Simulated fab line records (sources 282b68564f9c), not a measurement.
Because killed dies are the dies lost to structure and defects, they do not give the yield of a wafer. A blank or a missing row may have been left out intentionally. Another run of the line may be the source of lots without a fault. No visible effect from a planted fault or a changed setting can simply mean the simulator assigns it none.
Which of the tools did it? :: flow rit cmos :: Sampling: 16 lots, 48 wafers, 4 of 202 route steps

## WHAT EACH GAUGE READ, for each wafer
RIT_GATE_CD_MEAS_16 targets a cd of 150 nm. Usual: cd nm reads 150.2 nm (standard deviation 2.5).
lot: L472
measured: day 2 18:18
on: cd sem-01
cd nm (nm): 148.7 149.4 149.7
flag: 

lot: L473
measured: day 2 19:56
on: cd sem-01
cd nm (nm): 155.5 149.6 150.9
flag: 

lot: L474
measured: day 3 01:34
on: cd sem-01
cd nm (nm): 154.2 154.0 152.6
flag: 

lot: L475
measured: day 3 05:56
on: cd sem-01
cd nm (nm): 150.8 148.9 148.4
flag: 

lot: L476
measured: day 3 09:44
on: cd sem-02
cd nm (nm): 150.0 146.5 149.0
flag: 

lot: L478
measured: day 3 18:58
on: cd sem-01
cd nm (nm): 153.0 149.7 152.1
flag: 

lot: L480
measured: day 4 08:01
on: cd sem-02
cd nm (nm): 154.7 153.4 154.9
flag: 

lot: L481
measured: day 4 10:23
on: cd sem-01
cd nm (nm): 151.0 152.6 150.3
flag: 

lot: L482
measured: day 4 14:23
on: cd sem-01
cd nm (nm): 147.6 148.1 147.4
flag: 

lot: L483
measured: day 4 21:26
on: cd sem-01
cd nm (nm): 148.1 147.4 149.4
flag: 

lot: L484
measured: day 5 00:40
on: cd sem-01
cd nm (nm): 151.4 151.9 152.3
flag: 

lot: L489
measured: day 6 04:08
on: cd sem-01
cd nm (nm): 149.7 148.5 149.8
flag: 

lot: L490
measured: day 6 16:21
on: cd sem-01
cd nm (nm): 148.6 149.7 149.0
flag: 

lot: L492
measured: day 6 21:25
on: cd sem-01
cd nm (nm): 154.3 149.9 149.2
flag: 

lot: L493
measured: day 7 05:52
on: cd sem-01
cd nm (nm): 148.8 150.3 147.1
flag: 

lot: L495
measured: day 7 15:17
on: cd sem-01
cd nm (nm): 148.4 147.6 150.1
flag: 

RIT_NLDD_OVL_MEAS_06. Usual: NLDD_OVL 0.1 nm, standard deviation 1.5.
lot: L472
measured: day 2 22:58
on: overlay-02
NLDD_OVL (nm): 0.0 -0.5 1.8
flag: 

lot: L473
measured: day 3 00:34
on: overlay-02
NLDD_OVL (nm): -1.0 -0.6 -0.1
flag: 

lot: L474
measured: day 3 06:31
on: overlay-02
NLDD_OVL (nm): -0.1 0.9 0.0
flag: 

lot: L475
measured: day 3 10:40
on: overlay-01
NLDD_OVL (nm): -2.2 -2.4 -1.1
flag: 

lot: L476
measured: day 3 14:16
on: overlay-01
NLDD_OVL (nm): 1.2 -1.0 0.8
flag: 

lot: L478
measured: day 3 23:32
on: overlay-02
NLDD_OVL (nm): -299.0 -297.5 -298.9
flag: OFF

lot: L480
measured: day 4 12:33
on: overlay-01
NLDD_OVL (nm): -0.4 -0.4 -1.3
flag: 

lot: L481
measured: day 4 15:29
on: overlay-02
NLDD_OVL (nm): -0.6 -2.8 -2.5
flag: 

lot: L482
measured: day 4 19:04
on: overlay-02
NLDD_OVL (nm): -301.2 -301.2 -301.4
flag: OFF

lot: L483
measured: day 5 02:07
on: overlay-01
NLDD_OVL (nm): -298.5 -299.3 -299.7
flag: OFF

lot: L484
measured: day 5 05:14
on: overlay-01
NLDD_OVL (nm): -299.1 -298.9 -298.1
flag: OFF

lot: L489
measured: day 6 10:46
on: overlay-01
NLDD_OVL (nm): -0.3 0.2 0.2
flag: 

lot: L490
measured: day 6 21:07
on: overlay-02
NLDD_OVL (nm): 2.2 1.8 4.5
flag: 

lot: L492
measured: day 7 05:28
on: overlay-02
NLDD_OVL (nm): -1.6 -1.2 -1.7
flag: 

lot: L493
measured: day 7 10:43
on: overlay-01
NLDD_OVL (nm): -2.1 0.1 0.0
flag: 

lot: L495
measured: day 7 23:08
on: overlay-01
NLDD_OVL (nm): -0.7 -0.6 0.0
flag: 

RIT_PSD_OVL_MEAS_06. Usual: PSD_OVL 0.1 nm, standard deviation 1.4.
lot: L472
measured: day 3 06:58
on: overlay-01
PSD_OVL (nm): 0.3 0.7 0.9
flag: 

lot: L473
measured: day 3 09:24
on: overlay-02
PSD_OVL (nm): -0.2 -1.9 -1.0
flag: 

lot: L474
measured: day 3 13:18
on: overlay-01
PSD_OVL (nm): 1.3 0.0 0.9
flag: 

lot: L475
measured: day 3 18:05
on: overlay-02
PSD_OVL (nm): -1.6 -1.6 -0.8
flag: 

lot: L476
measured: day 3 21:16
on: overlay-02
PSD_OVL (nm): -1.9 -2.7 -1.1
flag: 

lot: L478
measured: day 4 06:23
on: overlay-01
PSD_OVL (nm): 1.2 1.2 0.3
flag: 

lot: L480
measured: day 4 19:35
on: overlay-01
PSD_OVL (nm): -0.4 -1.2 -0.4
flag: 

lot: L481
measured: day 4 22:23
on: overlay-01
PSD_OVL (nm): -2.1 -1.1 -1.6
flag: 

lot: L482
measured: day 5 02:07
on: overlay-02
PSD_OVL (nm): 0.7 1.3 0.8
flag: 

lot: L483
measured: day 5 08:59
on: overlay-02
PSD_OVL (nm): 2.1 0.9 0.3
flag: 

lot: L484
measured: day 5 12:07
on: overlay-01
PSD_OVL (nm): 0.9 1.7 1.1
flag: 

lot: L489
measured: day 6 18:19
on: overlay-02
PSD_OVL (nm): 1.9 1.0 2.5
flag: 

lot: L490
measured: day 7 04:59
on: overlay-02
PSD_OVL (nm): 0.9 0.5 0.1
flag: 

lot: L492
measured: day 7 13:50
on: overlay-02
PSD_OVL (nm): 0.3 -2.0 -0.6
flag: 

lot: L493
measured: day 7 18:47
on: overlay-02
PSD_OVL (nm): 0.1 -0.3 -1.7
flag: 

lot: L495
measured: day 8 06:17
on: overlay-02
PSD_OVL (nm): -0.7 -0.3 -1.0
flag: 

## WHAT TOOL EACH LOT RAN ON (gives the tool, then ch and the chambers of the sampled wafers, and finally the start)
lot: L472
RIT_NLDD_EXPOSE_03: iline stepper-01 ch 0, day 2 22:35

lot: L473
RIT_NLDD_EXPOSE_03: iline stepper-01 ch 0, day 3 00:10

lot: L474
RIT_NLDD_EXPOSE_03: iline stepper-01 ch 0, day 3 06:07

lot: L475
RIT_NLDD_EXPOSE_03: iline stepper-01 ch 0, day 3 10:17

lot: L476
RIT_NLDD_EXPOSE_03: iline stepper-01 ch 0, day 3 13:52

lot: L478
RIT_NLDD_EXPOSE_03: iline stepper-01 ch 0, day 3 23:08

lot: L480
RIT_NLDD_EXPOSE_03: iline stepper-02 ch 0, day 4 12:09

lot: L481
RIT_NLDD_EXPOSE_03: iline stepper-02 ch 0, day 4 15:05

lot: L482
RIT_NLDD_EXPOSE_03: iline stepper-01 ch 0, day 4 18:40

lot: L483
RIT_NLDD_EXPOSE_03: iline stepper-01 ch 0, day 5 01:43

lot: L484
RIT_NLDD_EXPOSE_03: iline stepper-01 ch 0, day 5 04:50

lot: L489
RIT_NLDD_EXPOSE_03: iline stepper-02 ch 0, day 6 10:22

lot: L490
RIT_NLDD_EXPOSE_03: iline stepper-02 ch 0, day 6 20:43

lot: L492
RIT_NLDD_EXPOSE_03: iline stepper-02 ch 0, day 7 05:04

lot: L493
RIT_NLDD_EXPOSE_03: iline stepper-02 ch 0, day 7 10:21

lot: L495
RIT_NLDD_EXPOSE_03: iline stepper-02 ch 0, day 7 22:44
- RIT_NLDD_EXPOSE_03: exposes mask M7, target cd 40700 nm.

## AS READ BY THE TOOLS THEMSELVES (means over the sampled wafers that have a number; for cases with no such wafer, the mark the record gives instead)
RIT_NLDD_EXPOSE_03. Usual: reticle temp C 23.00 C, standard deviation 0.1; stage vel mm s 500.06 mm/s, standard deviation 0.26.
lot: L472
tool: iline stepper-01
reticle temp C (C): 23.08
stage vel mm s (mm/s): 500.30
flag: 

lot: L473
tool: iline stepper-01
reticle temp C (C): 23.02
stage vel mm s (mm/s): 500.14
flag: 

lot: L474
tool: iline stepper-01
reticle temp C (C): 22.96
stage vel mm s (mm/s): 500.22
flag: 

lot: L475
tool: iline stepper-01
reticle temp C (C): 22.94
stage vel mm s (mm/s): 500.05
flag: 

lot: L476
tool: iline stepper-01
reticle temp C (C): 23.03
stage vel mm s (mm/s): 499.66
flag: 

lot: L478
tool: iline stepper-01
reticle temp C (C): 23.02
stage vel mm s (mm/s): 500.04
flag: 

lot: L480
tool: iline stepper-02
reticle temp C (C): 22.96
stage vel mm s (mm/s): 500.23
flag: 

lot: L481
tool: iline stepper-02
reticle temp C (C): 22.95
stage vel mm s (mm/s): 500.03
flag: 

lot: L482
tool: iline stepper-01
reticle temp C (C): 22.98
stage vel mm s (mm/s): 500.12
flag: 

lot: L483
tool: iline stepper-01
reticle temp C (C): 22.87
stage vel mm s (mm/s): 499.90
flag: 

lot: L484
tool: iline stepper-01
reticle temp C (C): 22.84
stage vel mm s (mm/s): 500.02
flag: 

lot: L489
tool: iline stepper-02
reticle temp C (C): 22.99
stage vel mm s (mm/s): 499.97
flag: 

lot: L490
tool: iline stepper-02
reticle temp C (C): 22.90
stage vel mm s (mm/s): 500.17
flag: 

lot: L492
tool: iline stepper-02
reticle temp C (C): 23.13
stage vel mm s (mm/s): 500.08
flag: 

lot: L493
tool: iline stepper-02
reticle temp C (C): 23.01
stage vel mm s (mm/s): 500.14
flag: 

lot: L495
tool: iline stepper-02
reticle temp C (C): 23.04
stage vel mm s (mm/s): 499.82
flag: 

## THE ANSWER, worked out from the rows above alone
Rule: take the mean of a lot's wafers that have a number; if it is more than 3 standard deviations from the usual mean, the lot is off. A lot without any number at a reading at which 4 lots or more have one is off too. Where the step has rows for the other lots, those lots are counted as sound. First the gauges in route order, then the tools' own readings, where a lot's mean is used as printed above. At the first step where some lot is off, the reading lying furthest off is the one used; lots without a number count as furthest.
Off: L478, L482, L483, L484, at RIT_NLDD_OVL_MEAS_06 (NLDD_OVL).
A tool fits if, at a process step before that reading, it ran every lot that is off, and no sound lot after the first of them. Those tools and the gauges at RIT_NLDD_OVL_MEAS_06 are tried in the same way. One fits: RIT_NLDD_EXPOSE_03 on iline stepper-01. A fault onset in the window from L476 (day 3 13:52, its last sound lot) to L478 (day 3 23:08, its first lot off) fits.

## WHAT THE SIMULATOR HAD PUT IN
Scanner matching overlay: iline stepper-01, from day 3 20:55 on, at RIT_NLDD_EXPOSE_03. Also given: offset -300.
Struck lots among those shown: L478, L482, L483, L484. Same finding as the rule above.
